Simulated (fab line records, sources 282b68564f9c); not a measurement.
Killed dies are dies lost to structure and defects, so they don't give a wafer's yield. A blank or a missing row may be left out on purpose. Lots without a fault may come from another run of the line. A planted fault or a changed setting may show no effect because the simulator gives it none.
A struck lot beside a sound one | flow rit_cmos | 34 steps out of a route of 202
Sound: wafers L730.4, L730.5, L730.6. Struck: wafers L732.1, L732.5, L732.6. The cause comes at the end.
At each step with rows: each side's tool, then ch and its chambers, then its first start. Under that, the readings that differ: sound wafers | struck wafers | difference of the means | sigmas: that difference in standard deviations of wafers without a fault.
alike: readings whose means differ by less than 2 such deviations, and words and numbers that are the same on both sides. not compared: withheld readings, readings that some wafer has no value for, bounds like >300 that may hide the same value, and numbers for which the record gives no deviation and whose values overlap.
The two part at a step that has a row with sigmas, a row that says differs or no value, or rows on one side only. Numbers that don't overlap but have no deviation are shown without sigmas and don't part them. A reading that every wafer of one side lacks parts them only if that side has two wafers or more.

RIT_PLDD_OVL_MEAS_06:
  sound on overlay-02, day 5 12:14; struck on overlay-02, day 5 23:02
  alike: PLDD_OVL
then, 2 steps without rows for these wafers: RIT_PLDD_HARDBAKE_07 (time 60 s); RIT_PLDD_IMPLANT_08.
RIT_PLDD_STRIP_09: strips in O2, time 180 s.
  sound on plasma_asher-01 ch 0,1, day 5 12:37; struck on plasma_asher-01 ch 0,1, day 5 23:22
  alike: chamber_pressure_mTorr, drypump_motor_current_A
  not compared: rf_hours_counter_h
RIT_PLDD_TW_MEAS_10:
  sound on film_metro-04, day 5 12:46; struck on film_metro-04, day 5 23:32
  alike: PLDD_TW
then, 4 steps without rows for these wafers: RIT_SPACER_CLEAN_00 (cleans in SC1, time 600 s); RIT_SPACER_CLEAN_01 (cleans in dHF, time 30 s); RIT_SPACER_CLEAN_02 (cleans in SC2, time 600 s); RIT_SPACER_CVD_03 (deposits Si3N4 from SiH2Cl2/NH3, target thk 250 nm, time 3300 s).
RIT_SPACER_THK_MEAS_04:
  sound on film_metro-04, day 5 15:15; struck on film_metro-04, day 6 01:55
  alike: SPACER_NITRIDE_THK
RIT_SPACER_ETCHBACK_05: etches Si3N4 in SF6/CHF3, stops on SiO2, target depth 250 nm, time 240 s.
  sound on rie_diel-02 ch 1,2, day 5 15:17; struck on rie_diel-01 ch 0,1,2, day 6 01:59
  alike: CHF3_flow_sccm, chamber_pressure_mTorr, drypump_motor_current_A, oes_product_au, throttle_valve_pct
  not compared: rf_hours_counter_h
then, 1 step without rows for these wafers: RIT_NSD_HMDS_00 (prime time 60 s).
RIT_NSD_COAT_01: resist thk 1000 nm.
  sound on litho_track-02 ch 0, day 5 15:39; struck on litho_track-02, day 6 02:17
  no value came back on the struck wafers for chill_plate_temp_C (C), dispense_pressure_kPa (kPa), exhaust_pa (Pa); on the sound wafers chill_plate_temp_C (C) reads 23.11 23.12 23.05
then, 4 steps without rows for these wafers: RIT_NSD_SOFTBAKE_02 (time 60 s); RIT_NSD_EXPOSE_03 (exposes mask M9, target cd 40700 nm); RIT_NSD_PEB_04; RIT_NSD_DEVELOP_05 (develop time 50 s).
RIT_NSD_OVL_MEAS_06:
  sound on overlay-01, day 5 16:25; struck on overlay-01, day 6 02:59
  reading      | sound       | struck | difference                    | sigmas
  NSD_OVL (nm) | 1.2 0.9 0.3 | - - -  | no value on the struck wafers |
then, 2 steps without rows for these wafers: RIT_NSD_HARDBAKE_07 (time 60 s); RIT_NSD_IMPLANT_08.
RIT_NSD_STRIP_09: strips in O2, time 180 s.
  sound on plasma_asher-02 ch 0,1, day 5 16:53; struck on plasma_asher-02 ch 0,1, day 6 03:19
  alike: chamber_pressure_mTorr, drypump_motor_current_A
  not compared: rf_hours_counter_h
RIT_NSD_TW_MEAS_10:
  sound on film_metro-01, day 5 17:02; struck on film_metro-04, day 6 03:29
  alike: NSD_TW
then, 6 steps without rows for these wafers: RIT_PSD_HMDS_00 (prime time 60 s); RIT_PSD_COAT_01 (resist thk 1000 nm); RIT_PSD_SOFTBAKE_02 (time 60 s); RIT_PSD_EXPOSE_03 (exposes mask M10, target cd 40900 nm); RIT_PSD_PEB_04; RIT_PSD_DEVELOP_05 (develop time 50 s).
RIT_PSD_OVL_MEAS_06:
  sound on overlay-01, day 5 17:56; struck on overlay-02, day 6 04:31
  alike: PSD_OVL
then, 2 steps without rows for these wafers: RIT_PSD_HARDBAKE_07 (time 60 s); RIT_PSD_IMPLANT_08.
RIT_PSD_STRIP_09: strips in O2, time 180 s.
  sound on plasma_asher-02 ch 0,1, day 5 18:19; struck on plasma_asher-04 ch 0,1, day 6 04:52
  alike: chamber_pressure_mTorr, drypump_motor_current_A
  not compared: rf_hours_counter_h
RIT_PSD_TW_MEAS_10:
  sound on film_metro-03, day 5 18:28; struck on film_metro-04, day 6 05:16
  reading | sound          | struck         | difference | sigmas
  PSD_TW  | 3393 3414 3419 | 3604 3610 3616 | +201       | +11
  not compared: hold
RIT_M1_PROBE_99:
  sound on prober-01, day 6 02:45; struck on prober-02, day 6 16:55
  reading             | sound | struck                                                               | difference                   | sigmas
  hold                | - - - | await_dispo/1.3h/scrap await_dispo/1.3h/scrap await_dispo/1.3h/scrap | no value on the sound wafers |
  killed_at_front_end | 9 8 3 | 264 264 264                                                          | +257                         | +92
  killed_dies         | 9 8 3 | 264 264 264                                                          | +257                         | +89
  killed_on_rim       | 2 5 0 | 70 70 70                                                             | +68                          | +48
  alike: killed_open, killed_short

WHERE THEY PART
First at RIT_NSD_COAT_01; last, within this record, at RIT_M1_PROBE_99.

WHY: what the simulator had put in
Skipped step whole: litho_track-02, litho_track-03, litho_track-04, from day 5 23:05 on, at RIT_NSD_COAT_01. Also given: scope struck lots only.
